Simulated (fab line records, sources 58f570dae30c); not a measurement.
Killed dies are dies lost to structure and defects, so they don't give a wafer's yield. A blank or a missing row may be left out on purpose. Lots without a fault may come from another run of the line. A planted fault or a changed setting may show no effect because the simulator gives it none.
A struck lot beside a sound one | flow berkeley_cmos170 | 14 steps out of a route of 331
Sound: wafers L381.4, L381.5, L381.6. Struck: wafers L380.3, L380.5, L380.6. The cause comes at the end.
At each step with rows: each side's tool, then ch and its chambers, then its first start. Under that, the readings that differ: sound wafers | struck wafers | difference of the means | sigmas: that difference in standard deviations of wafers without a fault.
alike: readings whose means differ by less than 2 such deviations, and words and numbers that are the same on both sides. not compared: withheld readings, readings that some wafer has no value for, bounds like >300 that may hide the same value, and numbers for which the record gives no deviation and whose values overlap.
The two part at a step that has a row with sigmas, a row that says differs or no value, or rows on one side only. Numbers that don't overlap but have no deviation are shown without sigmas and don't part them. A reading that every wafer of one side lacks parts them only if that side has two wafers or more.

first, 2 steps without rows for these wafers: UCB170_NLDD_PEB_04; UCB170_NLDD_DEVELOP_05 (develop time 45 s).
UCB170_NLDD_CD_MEAS_06: target cd 1200 nm.
  sound on cd_sem-02, day 11 17:01; struck on cd_sem-01, day 11 16:42
  alike: cd_nm
UCB170_NLDD_OVL_MEAS_07:
  sound on overlay-01, day 11 17:06; struck on overlay-02, day 11 16:47
  alike: NLDD_OVL
then, 2 steps without rows for these wafers: UCB170_NLDD_IMPLANT_08; UCB170_NLDD_IMPLANT_09.
UCB170_NLDD_STRIP_10: strips in O2.
  sound on plasma_asher-01 ch 0,1, day 11 17:27; struck on plasma_asher-02 ch 0,1, day 11 17:09
  alike: drypump_motor_current_A, oes_product_au, strip_time_to_endpoint_s
  not compared: rf_hours_counter_h
UCB170_NLDD_TW_MEAS_11:
  sound on film_metro-02, day 11 17:33; struck on film_metro-02, day 11 17:14
  alike: NLDD_TW
then, 1 step without rows for these wafers: UCB170_NLDD_CLEAN_12 (cleans in SPM, time 600 s).
UCB170_SPACER_CVD_00: deposits SiO2 from TEOS/O2, target thk 376 nm, time 47 s.
  sound on pecvd-01 ch 0,1,2, day 11 17:53; struck on pecvd-02 ch 0,1, day 11 17:28
  alike: heater_power_w
UCB170_SPACER_THK_MEAS_01:
  sound on film_metro-01, day 11 17:56; struck on film_metro-04, day 11 17:32
  alike: SPACER_TEOS_THK
then, 1 step without rows for these wafers: UCB170_SPACER_ANNEAL_02 (time 1800 s).
UCB170_SPACER_ETCHBACK_03: etches SiO2 in CHF3/CF4/Ar, stops on Si, target depth 376 nm, time 100 s.
  sound on rie_diel-02 ch 1,2, day 11 21:54; struck on rie_diel-01 ch 0,1,2, day 11 21:54
  reading                  | sound             | struck            | difference | sigmas
  oes_product_au (a.u.)    | 0.905 0.893 0.900 | 1.005 0.995 0.980 | +0.094     | +7
  run_length_s (s)         | 128.0 128.1 127.7 | 103.6 103.6 103.2 | -24.5      | -52
  model.etch.depth_nm (nm) | 380.7 380.5 375.9 | 316.7 320.1 314.3 | -62.0      |
  alike: drypump_motor_current_A, throttle_valve_pct
  not compared: rf_hours_counter_h
UCB170_M3_PROBE_99:
  the record has rows for the sound wafers here (prober-01, day 12 23:42) and none for the struck ones

WHERE THEY PART
First at UCB170_SPACER_ETCHBACK_03; last, within this record, at UCB170_M3_PROBE_99.

WHY: what the simulator had put in
Process parameter drift: rie_diel-01, from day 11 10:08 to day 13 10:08, at UCB170_SPACER_ETCHBACK_03. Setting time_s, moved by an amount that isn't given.
